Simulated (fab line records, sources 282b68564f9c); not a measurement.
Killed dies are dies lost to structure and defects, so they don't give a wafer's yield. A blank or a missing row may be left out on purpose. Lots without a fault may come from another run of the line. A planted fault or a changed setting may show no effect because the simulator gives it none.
Which tool did it? | flow rit_cmos | 13 lots, 39 wafers sampled, at 5 steps of a route of 202

WHAT THE GAUGES READ, wafer by wafer
RIT_FOX1_THK_MEAS_01. Usual: FOX1_OXIDE_THK 343 nm, standard deviation 7.2.
lot  | measured    | on            | FOX1_OXIDE_THK (nm) | flag
L381 | day 1 19:31 | film_metro-03 | 348 349 349         |
L382 | day 1 23:38 | film_metro-03 | 348 350 338         |
L384 | day 2 09:02 | film_metro-02 | 340 336 340         |
L385 | day 2 15:55 | film_metro-03 | 348 347 348         |
L387 | day 3 01:26 | film_metro-02 | 345 344 347         |
L388 | day 3 05:34 | film_metro-02 | 346 344 343         |
L398 | day 5 09:14 | film_metro-02 | 341 339 340         |
L399 | day 5 12:53 | film_metro-02 | 336 332 333         |
L400 | day 5 16:43 | film_metro-03 | 329 334 331         |
L401 | day 5 23:34 | film_metro-01 | 337 336 337         |
L402 | day 6 03:41 | film_metro-02 | 343 343 342         |
L403 | day 6 08:25 | film_metro-02 | 340 337 339         |
L404 | day 6 14:18 | film_metro-02 | 341 341 339         |

RIT_SILICIDE_RS_MEAS_02: measures by four-point-probe. Usual: SILICIDE_TI_RS 49.7 ohm/sq, standard deviation 0.63.
lot  | measured    | on            | SILICIDE_TI_RS (ohm/sq) | flag
L381 | day 3 04:26 | film_metro-04 | 49.0 49.7 49.3          |
L382 | day 3 11:14 | film_metro-03 | 49.8 49.8 49.2          |
L384 | day 3 21:28 | film_metro-02 | 50.5 51.1 51.1          |
L385 | day 4 03:01 | film_metro-02 | 49.1 49.4 49.2          |
L387 | day 4 13:44 | film_metro-04 | 50.3 49.9 49.4          |
L388 | day 4 17:04 | film_metro-02 | 50.3 169.5 49.7         | OFF
L398 | day 6 20:44 | film_metro-03 | 50.0 49.3 48.9          |
L399 | day 7 00:47 | film_metro-03 | 48.2 48.1 48.4          |
L400 | day 7 07:18 | film_metro-03 | 49.7 50.2 49.5          |
L401 | day 7 10:05 | film_metro-03 | 50.6 49.8 49.9          |
L402 | day 7 13:20 | film_metro-02 | 49.3 49.5 49.4          |
L403 | day 7 20:51 | film_metro-02 | 49.4 49.6 49.6          |
L404 | day 7 23:29 | film_metro-04 | 48.8 48.6 48.6          |

RIT_SILICIDE_THK_MEAS_03: measures by xrf. Usual: SILICIDE_TI_THK 29.2 nm, standard deviation 0.3.
lot  | measured    | on            | SILICIDE_TI_THK (nm) | flag
L381 | day 3 04:33 | film_metro-04 | 29.6 29.2 29.5       |
L382 | day 3 11:21 | film_metro-03 | 29.1 29.0 29.4       |
L384 | day 3 21:34 | film_metro-02 | 28.8 28.5 28.6       |
L385 | day 4 03:08 | film_metro-02 | 29.2 29.2 29.3       |
L387 | day 4 13:51 | film_metro-04 | 29.1 29.1 29.4       |
L388 | day 4 17:11 | film_metro-02 | 28.8 11.3 29.0       | OFF
L398 | day 6 20:52 | film_metro-03 | 28.9 29.1 29.4       |
L399 | day 7 00:55 | film_metro-03 | 30.0 29.9 29.8       |
L400 | day 7 07:25 | film_metro-03 | 29.1 29.0 29.1       |
L401 | day 7 10:13 | film_metro-03 | 28.8 29.0 29.0       |
L402 | day 7 13:27 | film_metro-02 | 29.4 29.5 29.3       |
L403 | day 7 20:58 | film_metro-02 | 29.4 29.1 29.2       |
L404 | day 7 23:35 | film_metro-04 | 29.6 29.7 29.9       |

WHICH TOOL RAN EACH LOT (tool, then ch and the chambers of the sampled wafers, then the start)
lot  | RIT_NWELL_STRIP_09                  | RIT_SILICIDE_SPUTTER_01
L381 | plasma_asher-03 ch 0,1, day 1 23:23 | pvd_sputter-03, day 3 04:17
L382 | plasma_asher-01 ch 0, day 2 03:22   | pvd_sputter-03, day 3 11:04
L384 | plasma_asher-02 ch 0,1, day 2 12:54 | pvd_sputter-03, day 3 21:16
L385 | plasma_asher-03 ch 1, day 2 20:22   | pvd_sputter-01, day 4 02:52
L387 | plasma_asher-03 ch 0,1, day 3 05:54 | pvd_sputter-01, day 4 13:35
L388 | plasma_asher-01 ch 0,1, day 3 09:22 | pvd_sputter-03, day 4 16:55
L398 | plasma_asher-01 ch 0,1, day 5 13:32 | pvd_sputter-02, day 6 20:35
L399 | plasma_asher-01 ch 0,1, day 5 16:42 | pvd_sputter-02, day 7 00:38
L400 | plasma_asher-01 ch 0,1, day 5 22:20 | pvd_sputter-01, day 7 07:08
L401 | plasma_asher-01 ch 0,1, day 6 03:58 | pvd_sputter-03, day 7 09:56
L402 | plasma_asher-03 ch 0,1, day 6 07:26 | pvd_sputter-01, day 7 13:11
L403 | plasma_asher-03 ch 0,1, day 6 12:20 | pvd_sputter-03, day 7 20:42
L404 | plasma_asher-01 ch 0,1, day 6 18:53 | pvd_sputter-02, day 7 23:17
- RIT_NWELL_STRIP_09: strips in O2, time 180 s.
- RIT_SILICIDE_SPUTTER_01: material Ti, target thk 30 nm, time 240 s.

WHAT THE TOOLS THEMSELVES READ (means of the sampled wafers that have a number; where no wafer has one, the mark that the record gives instead)
RIT_NWELL_STRIP_09. Usual: drypump_motor_current_A 5.83 A, standard deviation 0.21.
lot  | tool            | drypump_motor_current_A (A) | flag
L381 | plasma_asher-03 | 6.09                        |
L382 | plasma_asher-01 | 5.66                        |
L384 | plasma_asher-02 | 5.66                        |
L385 | plasma_asher-03 | 6.08                        |
L387 | plasma_asher-03 | 6.12                        |
L388 | plasma_asher-01 | 5.68                        |
L398 | plasma_asher-01 | 5.72                        |
L399 | plasma_asher-01 | 5.71                        |
L400 | plasma_asher-01 | 5.69                        |
L401 | plasma_asher-01 | 5.69                        |
L402 | plasma_asher-03 | 6.11                        |
L403 | plasma_asher-03 | 6.10                        |
L404 | plasma_asher-01 | 5.69                        |

RIT_SILICIDE_SPUTTER_01. Usual: chamber_pressure_pa 0.6668 Pa, standard deviation 0.0014; throttle_valve_pct 30.1 %, standard deviation 1.
lot  | tool           | chamber_pressure_pa (Pa) | throttle_valve_pct (%) | flag
L381 | pvd_sputter-03 | 0.6671                   | 29.5                   |
L382 | pvd_sputter-03 | 0.6674                   | 29.7                   |
L384 | pvd_sputter-03 | 0.6666                   | 30.6                   |
L385 | pvd_sputter-01 | 0.6653                   | 29.8                   |
L387 | pvd_sputter-01 | 0.6675                   | 29.5                   |
L388 | pvd_sputter-03 | 0.6657                   | 30.5                   |
L398 | pvd_sputter-02 | 0.6667                   | 30.6                   |
L399 | pvd_sputter-02 | 0.6663                   | 31.3                   |
L400 | pvd_sputter-01 | 0.6667                   | 29.2                   |
L401 | pvd_sputter-03 | 0.6676                   | 29.5                   |
L402 | pvd_sputter-01 | 0.6664                   | 29.8                   |
L403 | pvd_sputter-03 | 0.6666                   | 30.5                   |
L404 | pvd_sputter-02 | 0.6677                   | 30.4                   |

THE ANSWER, worked out from the rows above alone
Rule: a lot is off if the mean of its wafers that have a number lies more than 3 standard deviations from the usual mean. A lot without any number at a reading at which 4 lots or more have one is off too. The other lots that the step has rows for count as sound. The gauges are gone through in route order, then the tools' own readings, and for those a lot's mean is taken as printed above. The first step at which some lot is off is used, and at that step the reading that is off furthest; a lot without a number counts as furthest.
Off: L388, at RIT_SILICIDE_RS_MEAS_02 (SILICIDE_TI_RS).
A tool fits if, at a process step before that reading, it ran every lot that is off, and no sound lot after the first of them. The gauges at RIT_SILICIDE_RS_MEAS_02 are tried like those tools. None of those tried fits.

WHAT THE SIMULATOR HAD PUT IN
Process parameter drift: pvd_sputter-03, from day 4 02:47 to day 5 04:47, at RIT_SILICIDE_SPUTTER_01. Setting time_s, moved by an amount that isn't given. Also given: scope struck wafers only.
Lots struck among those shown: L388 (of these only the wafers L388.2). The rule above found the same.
